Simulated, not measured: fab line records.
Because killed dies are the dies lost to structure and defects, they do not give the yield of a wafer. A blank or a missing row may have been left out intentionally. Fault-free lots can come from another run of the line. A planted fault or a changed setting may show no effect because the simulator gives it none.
Which of the tools did it?    flow berkeleyCmos170    14 lots, 42 wafers sampled, at 2 steps of a route of 331

== WHAT EACH GAUGE READ, for each wafer ==
UCB170_V1_BOW_MEAS_03. Usual: for V1_BOW the level is 19 um and the standard deviation is 6.5.
lot   measured      on            V1_BOW (um)  flag
L341  day 6 22:20   filmMetro-01  16 14 28     
L342  day 7 11:08   filmMetro-04  18 30 27     
L343  day 7 11:08   filmMetro-03  25 18 14     
L344  day 8 00:04   filmMetro-03  14 22 18     
L346  day 8 10:18   filmMetro-03  16 17 22     
L347  day 8 10:01   filmMetro-01  32 16 18     
L348  day 9 04:02   filmMetro-03  19 19 21     
L349  day 9 10:37   filmMetro-01  29 1 6       
L350  day 9 20:26   filmMetro-04  21 10 14     
L353  day 9 20:10   filmMetro-03  30 14 21     
L356  day 10 18:57  filmMetro-04  16 15 18     
L357  day 10 18:41  filmMetro-01  36 25 18     
L359  day 10 23:49  filmMetro-03  26 12 14     
L361  day 11 12:31  filmMetro-04  29 15 20     

== TOOL THAT RAN EACH LOT (tool first, then ch and the chambers of the sampled wafers, then the start) ==
lot   UCB170_NWELL_CLEAN_17
L341  wetBench-02 ch 2, day 2 06:59
L342  wetBench-02 ch 3, day 2 16:49
L343  wetBench-02 ch 3, day 2 18:29
L344  wetBench-02 ch 0, day 3 01:25
L346  wetBench-04 ch 0, day 3 12:59
L347  wetBench-04 ch 3, day 3 18:25
L348  wetBench-04 ch 1, day 4 01:08
L349  wetBench-02 ch 0, day 4 06:35
L350  wetBench-02 ch 2, day 4 10:58
L353  wetBench-02 ch 0, day 4 16:05
L356  wetBench-04 ch 3, day 5 10:21
L357  wetBench-04 ch 2, day 5 14:50
L359  wetBench-04 ch 0, day 6 00:50
L361  wetBench-04 ch 3, day 6 11:04
- UCB170_NWELL_CLEAN_17: cleans in SPM, time 600 s.

== WHAT THE TOOLS THEMSELVES READ (means of the sampled wafers that have a number; where no wafer has one, the mark that the record gives instead) ==
The record holds no such reading with a usual standard deviation.

== THE ANSWER, worked out from the rows above alone ==
Rule: take the mean of a lot's wafers that have a number; if it is more than 3 standard deviations from the usual mean, the lot is off. Also off: a lot with no number at a reading for which 4 or more lots have one. All remaining lots with rows at the step are treated as sound. The gauges are gone through in route order, then the tools' own readings, and for those a lot's mean is taken as printed above. At the first step where some lot is off, the reading lying furthest off is the one used; lots without a number count as furthest.
No lot is off on any of the readings shown, so nothing can be concluded from this.

== WHAT WAS PUT IN BY THE SIMULATOR ==
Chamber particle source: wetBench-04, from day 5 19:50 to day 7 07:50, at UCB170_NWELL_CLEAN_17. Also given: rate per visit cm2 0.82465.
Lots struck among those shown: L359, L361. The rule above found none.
